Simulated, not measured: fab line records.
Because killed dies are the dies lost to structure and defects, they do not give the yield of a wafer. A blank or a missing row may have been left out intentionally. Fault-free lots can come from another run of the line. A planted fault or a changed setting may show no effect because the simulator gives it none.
Which tool did it?    flow rit cmos    14 lots with 42 wafers sampled at 2 steps, on a route of 202 steps

WHAT EACH GAUGE READ, for each wafer
RIT_SPACER_THK_MEAS_04. Usual: SPACER_NITRIDE_THK typically reads 251.5 nm, with standard deviation 2.1.
lot   measured     on             SPACER_NITRIDE_THK (nm)  flag
L793  day 3 00:11  film metro-02  249.5 249.5 247.2        
L794  day 3 04:28  film metro-02  250.3 249.5 248.1        
L795  day 3 18:00  film metro-02  253.4 251.4 251.9        
L796  day 3 18:25  film metro-03  250.3 252.0 249.6        
L797  day 3 21:33  film metro-03  250.1 251.2 250.5        
L798  day 4 04:34  film metro-02  251.5 252.0 248.7        
L799  day 4 12:29  film metro-02  251.3 251.4 250.7        
L800  day 4 15:30  film metro-03  250.9 252.5 254.3        
L801  day 4 16:13  film metro-03  249.4 247.5 251.8        
L806  day 5 21:43  film metro-03  240.4 240.8 241.7        OFF
L808  day 6 06:05  film metro-02  235.4 236.6 237.4        OFF
L809  day 6 11:00  film metro-02  253.7 253.3 252.9        
L812  day 7 02:44  film metro-02  253.8 251.5 255.5        
L814  day 7 10:41  film metro-02  252.7 250.9 252.2        

WHAT TOOL EACH LOT RAN ON (gives the tool, then ch and the chambers of the sampled wafers, and finally the start)
lot   RIT_SPACER_CVD_03
L793  lpcvd-02 ch 0, day 2 22:15
L794  lpcvd-02 ch 1, day 3 02:33
L795  lpcvd-01 ch 1, day 3 16:04
L796  lpcvd-02 ch 1, day 3 16:28
L797  lpcvd-02 ch 0, day 3 19:38
L798  lpcvd-01 ch 1, day 4 02:38
L799  lpcvd-02 ch 1, day 4 10:34
L800  lpcvd-01 ch 1, day 4 13:34
L801  lpcvd-02 ch 1, day 4 14:17
L806  lpcvd-01 ch 1, day 5 19:48
L808  lpcvd-01 ch 1, day 6 04:08
L809  lpcvd-02 ch 0, day 6 09:05
L812  lpcvd-02 ch 1, day 7 00:49
L814  lpcvd-02 ch 0, day 7 08:46
- RIT_SPACER_CVD_03: deposits Si3N4 from SiH2Cl2/NH3, target thk 250 nm, time 3300 s.

AS READ BY THE TOOLS THEMSELVES (means over the sampled wafers that have a number; for cases with no such wafer, the mark the record gives instead)
RIT_SPACER_CVD_03. Usual: sih2cl2 flow sccm at 59.98 sccm, with a standard deviation of 0.14.
lot   tool      sih2cl2 flow sccm (sccm)  flag
L793  lpcvd-02  59.85                     
L794  lpcvd-02  59.92                     
L795  lpcvd-01  59.95                     
L796  lpcvd-02  59.94                     
L797  lpcvd-02  59.88                     
L798  lpcvd-01  59.92                     
L799  lpcvd-02  60.12                     
L800  lpcvd-01  60.00                     
L801  lpcvd-02  60.03                     
L806  lpcvd-01  47.81                     OFF
L808  lpcvd-01  48.00                     OFF
L809  lpcvd-02  60.06                     
L812  lpcvd-02  60.03                     
L814  lpcvd-02  59.98                     

THE ANSWER, worked out from the rows above alone
Rule: lot off if the mean of its wafers having a number is beyond 3 standard deviations from the usual mean. A lot without any number at a reading at which 4 lots or more have one is off too. Any other lot the step has rows for is counted as sound. First the gauges in route order, then the tools' own readings, where a lot's mean is used as printed above. At the first step where some lot is off, the reading lying furthest off is the one used; lots without a number count as furthest.
Off: L806, L808, at RIT_SPACER_THK_MEAS_04 (SPACER_NITRIDE_THK).
A tool fits if, at a process step before that reading, it ran every lot that is off, and no sound lot after the first of them. The gauges at RIT_SPACER_THK_MEAS_04 aren't tried: what is off there is off at RIT_SPACER_CVD_03 too, on other tools, and a gauge's error can't cause that. One fits: lpcvd-01 at RIT_SPACER_CVD_03. A fault onset in the window from L800 (day 4 13:34, its last sound lot) to L806 (day 5 19:48, its first lot off) fits.
The tool's own readings at RIT_SPACER_CVD_03 bear it out: on the lots that are off they differ by more than 5 times the standard deviation of the sound lots' means. sih2cl2 flow sccm reads 47.91 sccm there against 59.97 sccm on the sound lots.

WHAT WAS PUT IN BY THE SIMULATOR
lpcvd-01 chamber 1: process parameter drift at RIT_SPACER_CVD_03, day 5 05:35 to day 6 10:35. Setting sih2cl2 flow sccm, moved by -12, from 60. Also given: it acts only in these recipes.
Struck lots among those shown: L806, L808. This agrees with what the rule above found.
